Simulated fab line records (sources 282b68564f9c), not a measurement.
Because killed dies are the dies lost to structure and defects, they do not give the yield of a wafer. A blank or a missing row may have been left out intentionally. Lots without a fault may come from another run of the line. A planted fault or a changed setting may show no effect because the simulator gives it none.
2 desks looking at one fault | flow rit_cmos | numbers are kept per desk, each desk with only its own; the story behind them comes last

THE METROLOGY DESK
Lot by lot, what the gauges showed, no matter which tool ran the lot: averages of those sampled wafers that carry a number. If a lot's mean is further than 4 standard deviations from the usual mean, the lot is out of limits and carries the mark OUT (the distance appears in the brackets).
Columns: A = cd_nm at RIT_GATE_CD_MEAS_16, usual 150.3 nm; B = cd_nm at RIT_M1_CD_MEAS_09, usual 2600.8 nm
lot  | first seen here | A     | B
L330 | day 2 12:24     | 152.0 | 2601.9
L331 | day 2 17:02     | 147.4 | 2597.6
L332 | day 2 23:21     | 149.3 | 2600.7
L333 | day 3 05:01     | 153.9 | 2600.4
L334 | day 3 09:34     | 150.9 | 2600.6
L336 | day 3 17:41     | 150.6 | 2600.1
L337 | day 4 00:05     | 150.5 | 2599.7
L339 | day 4 09:41     | 146.9 | 2600.5
L343 | day 5 06:13     | 152.3 | 2600.8
L345 | day 5 18:15     | 149.4 | 2602.2
L346 | day 5 21:42     | 150.4 | 2599.1
L347 | day 6 02:54     | 151.4 | 2602.5
L348 | day 6 07:29     | 154.9 | 2600.9
L352 | day 7 03:01     | 150.0 | 2603.0
This desk's verdict: no lot among the 14 shows anything out of limits.

TOOL OWNER'S DESK, plasma_asher-04
The tool's own readings at RIT_PRETRO_STRIP_09 (strips in O2, time 180 s): means of the sampled wafers that have a number, for each lot that ran on this tool. If a lot's mean is further than 4 standard deviations from the usual mean, the lot is out of limits and carries the mark OUT (the distance appears in the brackets).
Columns: A = drypump_motor_current_A at RIT_PRETRO_STRIP_09, usual 5.8 A; B = rf_refl_power_W at RIT_PRETRO_STRIP_09, usual 6.1 W
lot  | first seen here | A   | B
L332 | day 2 18:04     | 5.8 | 4.5
L334 | day 3 03:32     | 6.5 | 6.2
L336 | day 3 12:55     | 6.0 | 5.0
L337 | day 3 18:22     | 6.0 | 5.2
L345 | day 5 11:19     | 6.0 | 5.3
L346 | day 5 16:13     | 6.3 | 6.0
This desk's verdict: no lot among the 6 shows anything out of limits.

PUT TOGETHER
The metrology desk saw nothing out of limits.
The tool owner's desk saw nothing out of limits.

WHAT THE SIMULATOR HAD INSERTED
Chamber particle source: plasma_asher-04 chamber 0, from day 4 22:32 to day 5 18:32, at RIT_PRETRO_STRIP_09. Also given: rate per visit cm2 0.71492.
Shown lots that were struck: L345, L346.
